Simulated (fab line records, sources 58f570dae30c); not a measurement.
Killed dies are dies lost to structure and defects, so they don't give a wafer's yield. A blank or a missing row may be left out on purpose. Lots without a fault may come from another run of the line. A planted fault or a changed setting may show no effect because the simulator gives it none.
Tool commonality check | flow berkeley_cmos170 | 14 lots, 46 wafers sampled

WHY IT WAS OPENED
At UCB170_PLDD_CD_MEAS_06 the reading cd_nm is flagged on 2 of 14 lots. Wafers without a fault read 1200.1 nm, standard deviation 1.4.
Rule: a lot is flagged when every wafer of it that has a number lies more than 4 standard deviations from that mean, or none has a number. The other lots count as sound.

lot  | measured     | on        | cd_nm (nm), wafer by wafer                | flag
L725 | day 5 17:45  | cd_sem-01 | 1201.0 1202.2 1201.6                      |
L726 | day 6 05:31  | cd_sem-02 | 1199.9 1199.5 1199.0                      |
L728 | day 6 18:56  | cd_sem-01 | 1198.7 1198.5 1198.6                      |
L731 | day 6 19:17  | cd_sem-01 | 1201.0 1199.9 1201.0                      |
L734 | day 7 20:11  | cd_sem-01 | 1212.5 1213.2 1212.3 1213.1               | FLAGGED
L736 | day 8 04:28  | cd_sem-01 | 1210.4 1210.2 1211.7 1210.3 1210.2 1211.8 | FLAGGED
L737 | day 8 04:41  | cd_sem-02 | 1199.6 1199.3 1199.8                      |
L739 | day 8 20:54  | cd_sem-01 | 1200.5 1199.3 1200.7                      |
L740 | day 8 21:07  | cd_sem-02 | 1201.0 1202.1 1200.9                      |
L741 | day 9 09:17  | cd_sem-01 | 1200.6 1199.2 1200.6                      |
L742 | day 9 09:51  | cd_sem-02 | 1201.2 1199.4 1199.7                      |
L744 | day 10 05:02 | cd_sem-01 | 1198.3 1200.2 1198.8                      |
L745 | day 10 05:20 | cd_sem-01 | 1200.9 1202.1 1200.6                      |
L747 | day 10 16:32 | cd_sem-01 | 1200.3 1199.6 1200.2                      |
The numbers of the flagged lots are 1211.6 nm on average: +11.5 nm against the usual, or +8 standard deviations.

WHICH TOOL RAN EACH LOT
The record holds 1 process step before the reading, out of a route of 331 steps. In each cell: the tool, then ch and the chambers that the sampled wafers went through, then the start.
lot  | flag    | UCB170_PLDD_SOFTBAKE_02
L725 |         | litho_track-04 ch 0, day 5 17:03
L726 |         | litho_track-04 ch 0, day 6 04:26
L728 |         | litho_track-02 ch 0, day 6 18:03
L731 |         | litho_track-01 ch 0, day 6 18:29
L734 | FLAGGED | litho_track-02 ch 0, day 7 19:23
L736 | FLAGGED | litho_track-02 ch 0, day 8 03:46
L737 |         | litho_track-04 ch 0, day 8 03:52
L739 |         | litho_track-04 ch 0, day 8 20:14
L740 |         | litho_track-01 ch 0, day 8 20:26
L741 |         | litho_track-01 ch 0, day 9 08:25
L742 |         | litho_track-01 ch 0, day 9 08:50
L744 |         | litho_track-04 ch 0, day 10 04:20
L745 |         | litho_track-01 ch 0, day 10 04:41
L747 |         | litho_track-04 ch 0, day 10 15:59
What these steps do:
- UCB170_PLDD_SOFTBAKE_02: time 60 s.
- UCB170_PLDD_CD_MEAS_06: target cd 1200 nm.

FLAGGED OVER TOTAL, TOOL BY TOOL (the gauges that took the reading come last)
step                    | tool           | lots run | flagged | share of the flagged lots | sound lots run after its first flagged lot
UCB170_PLDD_SOFTBAKE_02 | litho_track-01 | 5        | 0       | none                      | -
UCB170_PLDD_SOFTBAKE_02 | litho_track-02 | 3        | 2       | all                       | 0
UCB170_PLDD_SOFTBAKE_02 | litho_track-04 | 6        | 0       | none                      | -
UCB170_PLDD_CD_MEAS_06  | cd_sem-01      | 10       | 2       | all                       | 5 (L739,L741,L744,L745,L747)
UCB170_PLDD_CD_MEAS_06  | cd_sem-02      | 4        | 0       | none                      | -

WHAT THE TABLE ALLOWS
2 rows of the table ran every flagged lot: litho_track-02 at UCB170_PLDD_SOFTBAKE_02, cd_sem-01 at UCB170_PLDD_CD_MEAS_06.
- litho_track-02 at UCB170_PLDD_SOFTBAKE_02: 2 of its 3 lots flagged. Its last sound lot is L728 (day 6 18:03), its first flagged lot L734 (day 7 19:23): a fault that began between those two fits. Its own readings lie more than 4 standard deviations out on every wafer of the flagged lots: heater_power_total_W, plate_temp_C.
- cd_sem-01 at UCB170_PLDD_CD_MEAS_06: 2 of its 10 lots flagged. Sound lots ran on it after the first flagged one (L739, L741, L744, L745, L747), which a lasting fault on the whole tool wouldn't allow.
One tool is left: litho_track-02 at UCB170_PLDD_SOFTBAKE_02.

WHAT THE SIMULATOR HAD PUT IN
Process parameter drift: litho_track-02, from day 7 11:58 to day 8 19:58, at UCB170_PLDD_SOFTBAKE_02. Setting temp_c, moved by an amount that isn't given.
Lots struck among those shown: L734, L736. The rule above found the same.
